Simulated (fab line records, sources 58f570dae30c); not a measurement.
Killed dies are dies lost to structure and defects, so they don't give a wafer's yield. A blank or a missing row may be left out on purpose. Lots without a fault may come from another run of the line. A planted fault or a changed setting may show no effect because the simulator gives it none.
fab line records | flow berkeley_cmos170
record lots=14 wafers=42 last_day=11
route steps=331 shown START@4 NWELL@16 ACTIVE@65 PFIELD@87
lots that met no fault: from a run of the same line without faults
start_h: hours from the record's first day to the start of the lot's first wafer shown | wait_h: hours since the lot's step before | " the same as in the row above | L1.1+2: a row that stands for several wafers | - no value, or no start given | * or withheld: withheld | < > ~ a bound
route shown NAME@n: a module of which the file shows steps, and the number in the route of the first | usual: mean/standard deviation of fault-free wafers | same: alike in all rows | chamber/n: place in a boat | sites: the reading at each site | _std_site: their standard deviation | _edge_site: outer sites' mean less inner sites' | radius_mm: how far each site lies from the wafer's centre | mask NAME#n: copy n | behind: the tool/chamber that last shaped the wafer | hold: why the lot was held/for how many hours/how that ended | device: the transistor (n, p or np) that didn't switch | end of line: the same wafers' tests at the end of the route | a step without rows: its recipe alone | killed: dies lost to structure and defects at the first sort, not the wafer's yield | map: a wafer's dies, x killed, . not, _ none there
set.NAME: the setting as run; set.NAME@STEP: as run at that earlier step | model.NAME: the simulator's own value behind a step, which no gauge read
steps of the route over a sample of lots; a table a step, a row a wafer
services: from which hour (start_h, from the record's first day; less than 0 if before it) a tool's chamber was out of use, for how many hours, and why
## steps
# step UCB170_START_THK_MEAS_03
# recipe reads=SiO2_of_START_OXIDATION_02
# usual START_OXIDE_THK=20.1/0.4
# columns lot.wafer tool chamber start_h wait_h START_OXIDE_THK[nm]
L414.1 film_metro-04 - 16.53 0.0 20.2
L414.4 " - " " 19.9
L414.5 " - " " 20.0
L415.1 film_metro-04 - 20.95 0.0 19.4
L415.2 " - " " 19.7
L415.5 " - " " 19.3
L417.2 film_metro-02 - 27.25 0.0 20.0
L417.3 " - " " 20.0
L417.5 " - " " 19.7
L416.4 film_metro-04 - 27.27 0.0 20.3
L416.5 " - " " 20.3
L416.6 " - " " 20.4
L425.1 film_metro-04 - 68.47 0.0 19.9
L425.3 " - " " 19.7
L425.4 " - " " 19.9
L426.2 film_metro-01 - 74.23 0.0 20.0
L426.3 " - " " 19.8
L426.6 " - " " 19.6
L427.1 film_metro-02 - 78.03 0.0 20.1
L427.4 " - " " 20.1
L427.6 " - " " 20.2
L428.1 film_metro-02 - 85.44 0.0 19.6
L428.4 " - " " 19.4
L428.5 " - " " 19.7
L429.3 film_metro-02 - 88.46 0.0 19.6
L429.4 " - " " 20.0
L429.6 " - " " 19.9
L430.1 film_metro-01 - 97.38 0.0 20.5
L430.2 " - " " 20.8
L430.5 " - " " 20.7
L431.1 film_metro-04 - 97.38 0.0 20.6
L431.2 " - " " 20.7
L431.4 " - " " 20.4
L432.2 film_metro-04 - 104.59 0.0 20.2
L432.3 " - " " 20.1
L432.6 " - " " 20.3
L436.1 film_metro-01 - 126.41 0.0 20.4
L436.2 " - " " 20.3
L436.4 " - " " 20.2
L437.1 film_metro-04 - 130.63 0.0 19.8
L437.3 " - " " 20.1
L437.6 " - " " 19.6
# step UCB170_NWELL_THK_MEAS_02
# recipe reads=SiO2_of_NWELL_OXIDATION_01
# usual NWELL_OXIDE_THK=26.2/0.49
# columns lot.wafer tool chamber start_h wait_h NWELL_OXIDE_THK[nm]
L414.1 film_metro-01 - 28.82 0.0 25.6
L414.4 " - " " 26.0
L414.5 " - " " 26.0
L415.1 film_metro-02 - 28.82 0.0 25.8
L415.2 " - " " 25.8
L415.5 " - " " 25.8
L417.2 film_metro-03 - 35.58 0.0 27.0
L417.3 " - " " 26.9
L417.5 " - " " 26.6
L416.4 film_metro-02 - 35.60 0.0 26.5
L416.5 " - " " 26.2
L416.6 " - " " 25.8
L425.1 film_metro-03 - 78.38 0.0 25.7
L425.3 " - " " 26.2
L425.4 " - " " 26.2
L426.2 film_metro-02 - 82.77 0.0 25.8
L426.3 " - " " 25.7
L426.6 " - " " 25.4
L427.1 film_metro-03 - 89.11 0.0 25.5
L427.4 " - " " 25.7
L427.6 " - " " 25.7
L428.1 film_metro-03 - 95.54 0.0 26.3
L428.4 " - " " 26.4
L428.5 " - " " 26.4
L429.3 film_metro-01 - 98.75 0.0 26.8
L429.4 " - " " 26.5
L429.6 " - " " 26.9
L430.1 film_metro-03 - 107.97 0.0 26.7
L430.2 " - " " 26.9
L430.5 " - " " 26.7
L431.1 film_metro-01 - 107.97 0.0 26.4
L431.2 " - " " 26.2
L431.4 " - " " 26.3
L432.2 film_metro-03 - 113.12 0.0 26.1
L432.3 " - " " 26.8
L432.6 " - " " 26.8
L436.1 film_metro-03 - 140.16 0.0 25.5
L436.2 " - " " 25.9
L436.4 " - " " 25.7
L437.1 film_metro-01 - 140.16 0.0 25.7
L437.3 " - " " 25.2
L437.6 " - " " 25.0
# step UCB170_ACTIVE_CVD_05
# recipe material=Si3N4 target_thk_nm=220 temp_c=800 precursor=SiH2Cl2/NH3 time_s=3300 pressure_mtorr=200 sih2cl2_flow_sccm=25 nh3_flow_sccm=75
# usual pressure_mtorr=200.0/0.42 sih2cl2_flow_sccm=25.00/0.081 susceptor_temp_C=799.9/0.35
# columns lot.wafer tool chamber start_h wait_h pressure_mtorr sih2cl2_flow_sccm susceptor_temp_C
L414.1 lpcvd-01 1 71.14 1.4 200.4 24.97 800.1
L414.4 " 1 " " 200.5 24.96 800.4
L414.5 " 1 " " 200.3 25.04 800.3
L415.1 lpcvd-01 0 71.14 1.4 199.6 25.07 799.4
L415.2 " 0 " " 199.6 25.04 800.2
L415.5 " 0 " " 199.5 25.08 799.4
L415.1 lpcvd-01 0 73.22 0.2 200.3 24.86 800.3
L415.2 " 0 " " 199.3 24.92 800.4
L415.5 " 0 " " 199.3 24.95 800.5
L416.4 lpcvd-01 0 82.28 0.0 200.3 24.88 799.4
L416.5 " 0 " " 200.5 24.91 799.7
L416.6 " 0 " " 200.2 24.90 799.6
L416.4 lpcvd-02 0 84.56 0.4 200.2 24.99 800.5
L416.5 " 0 " " 200.2 24.96 800.6
L416.6 " 0 " " 200.0 25.03 800.3
L417.2 lpcvd-01 1 82.28 0.0 199.7 25.05 799.7
L417.3 " 1 " " 199.7 24.94 799.2
L417.5 " 1 " " 200.2 24.99 800.0
L425.1 lpcvd-02 1 129.79 0.7 199.8 24.83 799.3
L425.3 " 1 " " 199.9 24.87 799.6
L425.4 " 1 " " 199.4 24.88 799.4
L426.2 lpcvd-01 0 137.46 1.2 199.1 24.97 799.8
L426.3 " 0 " " 200.0 25.01 800.0
L426.6 " 0 " " 200.1 25.01 799.6
L427.1 lpcvd-01 0 137.46 1.2 199.3 24.99 799.1
L427.4 " 0 " " 199.8 25.02 799.6
L427.6 " 0 " " 199.7 25.08 799.5
L428.1 lpcvd-02 0 152.24 0.0 200.6 24.91 800.1
L428.4 " 0 " " 200.3 25.05 800.0
L428.5 " 0 " " 200.3 24.98 800.0
L429.3 lpcvd-02 1 152.24 0.0 199.8 25.05 800.1
L429.4 " 1 " " 200.2 25.06 799.7
L429.6 " 1 " " 200.2 25.09 799.8
L430.1 lpcvd-02 0 161.82 0.0 200.2 24.95 800.0
L430.2 " 0 " " 199.8 25.04 799.4
L430.5 " 0 " " 200.3 25.02 800.3
L431.1 lpcvd-02 0 161.82 0.0 200.0 25.01 800.0
L431.2 " 0 " " 200.2 24.95 800.0
L431.4 " 0 " " 200.4 25.11 800.4
L432.2 lpcvd-01 1 178.86 0.7 200.5 25.09 800.1
L432.3 " 1 " " 200.3 25.09 799.8
L432.6 " 1 " " 200.0 25.12 800.0
L436.1 lpcvd-02 1 193.62 0.0 200.0 25.04 800.0
L436.2 " 1 " " 200.3 25.03 799.9
L436.4 " 1 " " 199.9 25.07 799.6
L437.1 lpcvd-02 1 193.62 0.0 200.6 24.94 799.7
L437.3 " 1 " " 200.3 24.92 798.9
L437.6 " 1 " " 200.4 25.08 799.9
# step UCB170_ACTIVE_THK_MEAS_06
# recipe reads=Si3N4_of_ACTIVE_CVD_05
# usual ACTIVE_NITRIDE_THK=221.0/2.4
# columns lot.wafer tool chamber start_h wait_h ACTIVE_NITRIDE_THK[nm]
L414.1 film_metro-01 - 73.05 0.0 220.5
L414.4 " - " " 221.9
L414.5 " - " " 221.5
L415.1 film_metro-01 - 75.14 0.0 439.2
L415.2 " - " " 436.8
L415.5 " - " " 434.2
L417.2 film_metro-04 - 84.20 0.0 220.2
L417.3 " - " " 220.5
L417.5 " - " " 223.1
L416.4 film_metro-01 - 86.51 0.0 440.0
L416.5 " - " " 441.0
L416.6 " - " " 441.0
L425.1 film_metro-01 - 131.71 0.0 222.9
L425.3 " - " " 221.9
L425.4 " - " " 220.5
L427.1 film_metro-01 - 139.38 0.0 222.9
L427.4 " - " " 221.2
L427.6 " - " " 222.7
L426.2 film_metro-04 - 139.39 0.0 216.5
L426.3 " - " " 217.8
L426.6 " - " " 216.9
L428.1 film_metro-02 - 154.16 0.0 223.3
L428.4 " - " " 223.1
L428.5 " - " " 224.7
L429.3 film_metro-01 - 154.18 0.0 221.2
L429.4 " - " " 222.2
L429.6 " - " " 221.0
L430.1 film_metro-02 - 163.74 0.0 223.0
L430.2 " - " " 224.0
L430.5 " - " " 225.7
L431.1 film_metro-01 - 163.74 0.0 224.7
L431.2 " - " " 223.1
L431.4 " - " " 225.2
L432.2 film_metro-04 - 180.79 0.0 223.3
L432.3 " - " " 221.6
L432.6 " - " " 221.8
L437.1 film_metro-02 - 195.53 0.0 223.7
L437.3 " - " " 224.5
L437.6 " - " " 223.0
L436.1 film_metro-01 - 195.59 0.1 220.7
L436.2 " - " " 222.8
L436.4 " - " " 219.7
# step UCB170_PFIELD_STRIP_08
# recipe chemistry=O2 power_w=400 pressure_mtorr=3500 platen_temp_c=withheld o2_flow_sccm=400 overash_fraction=0.5
# usual drypump_motor_current_A=5.7/0.34 oes_product_au=0.735/0.0045 strip_time_to_endpoint_s=21.59/0.059
# columns lot.wafer tool chamber start_h wait_h drypump_motor_current_A oes_product_au rf_hours_counter_h strip_time_to_endpoint_s
L414.1 plasma_asher-04 0 77.11 0.1 5.4 0.741 28 21.59
L414.4 " 0 " " 5.4 0.732 - 21.47
L414.5 " 1 " " 5.0 0.736 - 21.55
L417.2 plasma_asher-02 0 87.11 0.1 5.8 0.738 39 21.48
L417.3 " 0 " " 5.8 0.729 - 21.58
L417.5 " 0 " " 5.8 0.739 - 21.58
L425.1 plasma_asher-04 0 137.37 0.1 5.4 0.734 36 21.64
L425.3 " 1 " " 5.0 0.724 - 21.62
L425.4 " 0 " " 5.4 0.737 - 21.59
L426.2 plasma_asher-04 0 142.16 0.1 5.4 0.737 37 21.49
L426.3 " 0 " " 5.4 0.737 - 21.51
L426.6 " 1 " " 5.0 0.740 - 21.48
L427.1 plasma_asher-02 1 142.41 0.1 5.8 0.734 3 21.64
L427.4 " 0 " " 5.8 0.732 - 21.64
L427.6 " 0 " " 5.8 0.728 - 21.60
L428.1 plasma_asher-04 0 157.15 0.1 5.4 0.739 38 21.56
L428.4 " 0 " " 5.4 0.734 - 21.57
L428.5 " 0 " " 5.4 0.733 - 21.58
L429.3 plasma_asher-02 0 157.42 0.1 5.8 0.735 - 21.58
L429.4 " 1 " " 5.8 0.730 - 21.67
L429.6 " 0 " " 5.8 0.735 - 21.59
L430.1 plasma_asher-01 1 168.34 0.1 6.3 0.744 42 21.52
L430.2 " 0 " " 5.5 0.733 42 21.49
L430.5 " 1 " " 6.3 0.731 - 21.51
L431.1 plasma_asher-02 0 168.51 0.1 5.8 0.735 7 21.48
L431.2 " 1 " " 5.8 0.734 7 21.53
L431.4 " 1 " " 5.8 0.732 - 21.55
L432.2 plasma_asher-02 1 184.17 0.1 5.8 0.729 9 21.64
L432.3 " 1 " " 5.8 0.741 - 21.62
L432.6 " 1 " " 5.8 0.739 - 21.62
L436.1 plasma_asher-02 0 203.17 0.1 5.8 0.731 11 21.62
L436.2 " 1 " " 5.8 0.738 11 21.61
L436.4 " 0 " " 5.8 0.729 - 21.58
L437.1 plasma_asher-02 0 203.72 0.1 5.8 0.734 12 21.68
L437.3 " 0 " " 5.8 0.738 - 21.61
L437.6 " 1 " " 5.8 0.737 - 21.61
## services
# columns tool chamber start_h hours kind
plasma_asher-02 - 69.37 3.2 repair
plasma_asher-02 - 108.81 9.0 pm
plasma_asher-02 0 108.81 9.0 vent_cycle
plasma_asher-02 1 108.81 9.0 vent_cycle
plasma_asher-02 0 117.81 - clean
plasma_asher-02 1 117.81 - clean
plasma_asher-01 - 118.69 29.4 pm
plasma_asher-01 - 148.06 14.6 pm
plasma_asher-04 - 150.25 2.8 pm
plasma_asher-04 - 164.85 29.1 pm
plasma_asher-01 - 193.15 0.9 repair
## key
first_sign step=UCB170_ACTIVE_CVD_05 reading=visit direction=added
effect step=UCB170_ACTIVE_THK_MEAS_06 reading=ACTIVE_NITRIDE_THK direction=up sigmas=91 usual=221.0 struck=438.7
met_at UCB170_ACTIVE_CVD_05
struck_lots L415,L416
later_rows_left_out L415.1,L415.2,L415.5,L416.4,L416.5,L416.6
sort_left_out L415.1,L415.2,L415.5,L416.4,L416.5,L416.6
tester_left_out L415,L416
not_acting_at UCB170_START_THK_MEAS_03,UCB170_NWELL_THK_MEAS_02,UCB170_PFIELD_STRIP_08
fault kind=repeated_step_whole tool=lpcvd-01,lpcvd-02 chamber=- onset_h=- steps=UCB170_ACTIVE_CVD_05 times=1 scope=struck_lots_only
# tester_left_out: of these lots the tester's yield and bins aren't shown, on N5 and GAA mostly nor the transistor test; their killed dies are dies lost to structure and defects alone, not to doping, threshold or leakage, so they don't give the yield
# sort_left_out: the simulated sort isn't trusted on such a fault, so these wafers' sort isn't shown, and their yield isn't known
# later_rows_left_out: the simulator's readings of these wafers behind a module that went badly wrong aren't trusted and aren't shown, but for the sort
